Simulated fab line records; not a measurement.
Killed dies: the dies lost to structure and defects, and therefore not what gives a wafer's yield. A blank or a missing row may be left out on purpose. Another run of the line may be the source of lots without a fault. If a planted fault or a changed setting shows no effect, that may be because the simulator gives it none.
What tool caused it? / flow rit_cmos / 9 lots, 27 wafers sampled, at 2 steps of a route of 202

## WHAT THE GAUGES SHOWED, per wafer
RIT_GATE_THK_MEAS_09. Usual: GATE_POLY_THK gives 251.1 nm (standard deviation 2.7).
lot=L653; measured=day 3 23:04; on=film_metro-03; GATE_POLY_THK (nm)=248.8 249.8 249.7; flag=
lot=L655; measured=day 4 08:39; on=film_metro-01; GATE_POLY_THK (nm)=253.5 253.0 253.7; flag=
lot=L658; measured=day 5 03:19; on=film_metro-03; GATE_POLY_THK (nm)=247.5 246.0 248.3; flag=
lot=L659; measured=day 5 05:05; on=film_metro-03; GATE_POLY_THK (nm)=253.7 255.5 255.6; flag=
lot=L660; measured=day 5 09:55; on=film_metro-02; GATE_POLY_THK (nm)=252.1 251.2 250.0; flag=
lot=L662; measured=day 5 20:44; on=film_metro-01; GATE_POLY_THK (nm)=250.8 249.6 250.0; flag=
lot=L667; measured=day 6 20:30; on=film_metro-01; GATE_POLY_THK (nm)=248.3 251.3 250.1; flag=
lot=L668; measured=day 7 02:05; on=film_metro-03; GATE_POLY_THK (nm)=252.1 251.7 248.4; flag=
lot=L669; measured=day 7 07:22; on=film_metro-02; GATE_POLY_THK (nm)=249.5 249.1 249.9; flag=

RIT_NSD_OVL_MEAS_06. Usual: NSD_OVL gives 1.2 nm (standard deviation 1.3).
lot=L653; measured=day 4 10:43; on=overlay-01; NSD_OVL (nm)=0.6 2.7 0.9; flag=
lot=L655; measured=day 4 19:52; on=overlay-02; NSD_OVL (nm)=3.6 4.1 4.8; flag=
lot=L658; measured=day 5 15:58; on=overlay-02; NSD_OVL (nm)=-0.4 1.1 0.7; flag=
lot=L659; measured=day 5 17:59; on=overlay-02; NSD_OVL (nm)=0.1 1.1 0.6; flag=
lot=L660; measured=day 5 21:35; on=overlay-02; NSD_OVL (nm)=-0.6 0.6 2.0; flag=
lot=L662; measured=day 6 07:37; on=overlay-02; NSD_OVL (nm)=0.9 0.1 0.0; flag=
lot=L667; measured=day 7 07:45; on=overlay-02; NSD_OVL (nm)=1.9 1.0 2.7; flag=
lot=L668; measured=day 7 13:23; on=overlay-01; NSD_OVL (nm)=2.5 1.2 0.3; flag=
lot=L669; measured=day 7 19:02; on=overlay-01; NSD_OVL (nm)=0.7 1.9 0.2; flag=

## TOOL THAT RAN EACH LOT (tool first, then ch and the chambers of the sampled wafers, then the start)
Before these readings, the record contains no process step.

## WHAT THE TOOLS THEMSELVES READ (means of the sampled wafers that have a number; where no wafer has one, the mark that the record gives instead)
The record holds no such reading with a usual standard deviation.

## THE ANSWER, worked out from the rows above alone
Rule: a lot counts as off when the mean over its wafers that have a number is more than 3 standard deviations away from the usual mean. A lot without any number at a reading at which 4 lots or more have one is off too. All remaining lots with rows at the step are treated as sound. Order of review: gauges by route order, followed by the tools' own readings, for which a lot's mean as printed above is used. The first step at which some lot is off is used, and at that step the reading that is off furthest; a lot without a number counts as furthest.
No lot is off at any reading shown: from this, nothing can be told.

## WHAT WAS PUT IN BY THE SIMULATOR
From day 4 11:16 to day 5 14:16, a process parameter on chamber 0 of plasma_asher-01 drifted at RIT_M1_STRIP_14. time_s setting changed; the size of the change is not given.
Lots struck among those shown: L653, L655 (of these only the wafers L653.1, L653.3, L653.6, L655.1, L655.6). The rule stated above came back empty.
